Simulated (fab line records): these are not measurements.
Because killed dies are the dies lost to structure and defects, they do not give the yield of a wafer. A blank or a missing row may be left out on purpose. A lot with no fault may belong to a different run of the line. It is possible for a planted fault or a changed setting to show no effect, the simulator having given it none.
Code-filled problem report in 8D (eight disciplines) form + flow berkeley cmos170 + the parts of the form that need people (team, actions taken, sign-off) are left out

== 1. THE ISSUE ==
PLDD_OVL at UCB170_PLDD_OVL_MEAS_07 reads a mean of 257 nm on 9 wafers of 3 lots; wafers without a fault read 0 nm with a standard deviation of 5.9. That is +44 standard deviations from the usual mean.
First observed at day 9 16:25: wafer L273.1, on overlay-02. The record holds 45 wafers of 15 lots with a number at this step. Rule for "out", or "out of limits": more than 4 standard deviations from the usual mean. The rest of the wafers with a number are treated as sound.

== 2. WHAT THIS IS AND IS NOT ==
| question                    | is                     | is not                                                                                 |
|-----------------------------|------------------------|----------------------------------------------------------------------------------------|
| which readings at this step | PLDD_OVL               | -                                                                                      |
| which lots                  | L269, L270, L273       | L258, L259, L261, L262, L263, L265, L266, L267, L271, L275, L277, L281                 |
| which wafers of those lots  | all that have a number | -                                                                                      |
| read on which gauges        | overlay-01, overlay-02 | -                                                                                      |
| when                        | from day 9 16:25       | up to then (24 sound wafers); but 12 sound wafers of L271, L275, L277, L281 came after |

== 3. THE SUSPECTS, EACH WITH WHAT RULES IT OUT ==
Counting: a tool at a process step up to the reading stays a suspect if it ran every lot that is out and no sound lot after the first of them.
- the gauge at UCB170_PLDD_OVL_MEAS_07 has been ruled out. The wafers that are out were read on 2 gauges (overlay-01, overlay-02).
- krf scanner-01 at UCB170_PLDD_EXPOSE_03 (exposes mask PSELECT, target cd 1200 nm): kept. It processed each lot that is out, first L273 at day 9 15:34, and no sound lot thereafter; up to then, the last sound lot it processed was L267 at day 8 14:02.
Left after counting: krf scanner-01 at UCB170_PLDD_EXPOSE_03.

== 4. THE CAUSE (what the simulator had put in) ==
Scanner matching overlay: krf scanner-01, from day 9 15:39 on, at UCB170_PLDD_EXPOSE_03. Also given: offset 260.
This tool alone remained once counting was done.

== 5. THE CHAIN OF EFFECTS, in route order ==
Each row: a reading whose mean over the struck wafers that have a number lies more than 3 standard deviations from the usual. Readings are gone through only where the record gives a usual standard deviation; hours: the median, over the lots, of the time from a lot's start at the first step in this table giving one to that lot's start at this step; sigmas: the change measured in usual standard deviations.
| hours | step                    | reading  | usual | on struck wafers | change | sigmas |
|-------|-------------------------|----------|-------|------------------|--------|--------|
| 0     | UCB170_PLDD_OVL_MEAS_07 | PLDD_OVL | 0 nm  | 257              | +257   | +44    |

== 6. HOW IT WOULD HAVE BEEN CAUGHT EARLIER ==
In this record the first reading out of limits at a measuring or inspecting step was taken at day 9 16:25, 1 hour after the fault began at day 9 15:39.
All the lots that are out (3) had begun UCB170_PLDD_EXPOSE_03 on krf scanner-01 by day 9 16:25. Had the tool been put on hold then, not one of them would have been saved.
